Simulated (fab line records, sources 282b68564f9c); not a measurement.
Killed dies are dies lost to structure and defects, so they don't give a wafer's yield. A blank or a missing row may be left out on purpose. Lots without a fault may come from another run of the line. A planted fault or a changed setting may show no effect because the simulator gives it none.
Tool commonality check | flow rit_cmos | 13 lots, 39 wafers sampled

WHY IT WAS OPENED
At RIT_GATE_CD_MEAS_16 the reading cd_nm is flagged on 1 of 13 lots. Wafers without a fault read 149.7 nm, standard deviation 2.3.
Rule: a lot is flagged when every wafer of it that has a number lies more than 4 standard deviations from that mean, or none has a number. The other lots count as sound.

lot  | measured    | on        | cd_nm (nm), wafer by wafer | flag
L567 | day 3 06:00 | cd_sem-01 | 151.3 150.9 149.4          |
L568 | day 3 10:52 | cd_sem-02 | 149.3 149.3 149.7          |
L569 | day 3 22:34 | cd_sem-01 | 150.8 146.7 150.4          |
L570 | day 4 03:26 | cd_sem-02 | 151.1 149.6 151.9          |
L574 | day 4 21:36 | cd_sem-01 | 146.0 145.4 148.4          |
L575 | day 4 21:42 | cd_sem-02 | 149.0 149.8 148.4          |
L578 | day 5 16:56 | cd_sem-02 | 149.8 147.4 149.8          |
L577 | day 5 17:12 | cd_sem-01 | 138.0 136.9 138.4          | FLAGGED
L581 | day 6 03:33 | cd_sem-02 | 152.0 148.7 150.5          |
L583 | day 6 13:06 | cd_sem-02 | 152.8 152.7 149.9          |
L588 | day 7 02:17 | cd_sem-02 | 149.2 149.0 152.3          |
L589 | day 7 10:57 | cd_sem-02 | 150.2 150.1 151.5          |
L590 | day 7 12:48 | cd_sem-01 | 149.9 151.0 149.4          |
The numbers of the flagged lots are 137.8 nm on average: -11.9 nm against the usual, or -5 standard deviations.

WHICH TOOL RAN EACH LOT
The record holds 1 process step before the reading, out of a route of 202 steps. In each cell: the tool, then ch and the chambers that the sampled wafers went through, then the start.
lot  | flag    | RIT_GATE_EXPOSE_13
L567 |         | iline_stepper-01 ch 0, day 3 05:36
L568 |         | iline_stepper-02 ch 0, day 3 10:28
L569 |         | iline_stepper-02 ch 0, day 3 21:54
L570 |         | iline_stepper-01 ch 0, day 4 03:02
L574 |         | iline_stepper-02 ch 0, day 4 21:12
L575 |         | iline_stepper-02 ch 0, day 4 21:18
L578 |         | iline_stepper-01 ch 0, day 5 16:20
L577 | FLAGGED | iline_stepper-01 ch 0, day 5 16:27
L581 |         | iline_stepper-01 ch 0, day 6 03:00
L583 |         | iline_stepper-01 ch 0, day 6 12:30
L588 |         | iline_stepper-01 ch 0, day 7 01:53
L589 |         | iline_stepper-02 ch 0, day 7 10:33
L590 |         | iline_stepper-01 ch 0, day 7 12:20
What these steps do:
- RIT_GATE_EXPOSE_13: exposes mask M6, target cd 150 nm.
- RIT_GATE_CD_MEAS_16: target cd 150 nm.

FLAGGED OVER TOTAL, TOOL BY TOOL (the gauges that took the reading come last)
step                | tool             | lots run | flagged | share of the flagged lots | sound lots run after its first flagged lot
RIT_GATE_EXPOSE_13  | iline_stepper-01 | 8        | 1       | all                       | 4 (L581,L583,L588,L590)
RIT_GATE_EXPOSE_13  | iline_stepper-02 | 5        | 0       | none                      | -
RIT_GATE_CD_MEAS_16 | cd_sem-01        | 5        | 1       | all                       | 1 (L590)
RIT_GATE_CD_MEAS_16 | cd_sem-02        | 8        | 0       | none                      | -

WHAT THE TABLE ALLOWS
2 rows of the table ran every flagged lot: iline_stepper-01 at RIT_GATE_EXPOSE_13, cd_sem-01 at RIT_GATE_CD_MEAS_16.
- iline_stepper-01 at RIT_GATE_EXPOSE_13: 1 of its 8 lots flagged. Sound lots ran on it after the first flagged one (L581, L583, L588, L590), which a lasting fault on the whole tool wouldn't allow.
- cd_sem-01 at RIT_GATE_CD_MEAS_16: 1 of its 5 lots flagged. Sound lots ran on it after the first flagged one (L590), which a lasting fault on the whole tool wouldn't allow.
No row of the table ran every flagged lot and no sound lot after the first.

WHAT THE SIMULATOR HAD PUT IN
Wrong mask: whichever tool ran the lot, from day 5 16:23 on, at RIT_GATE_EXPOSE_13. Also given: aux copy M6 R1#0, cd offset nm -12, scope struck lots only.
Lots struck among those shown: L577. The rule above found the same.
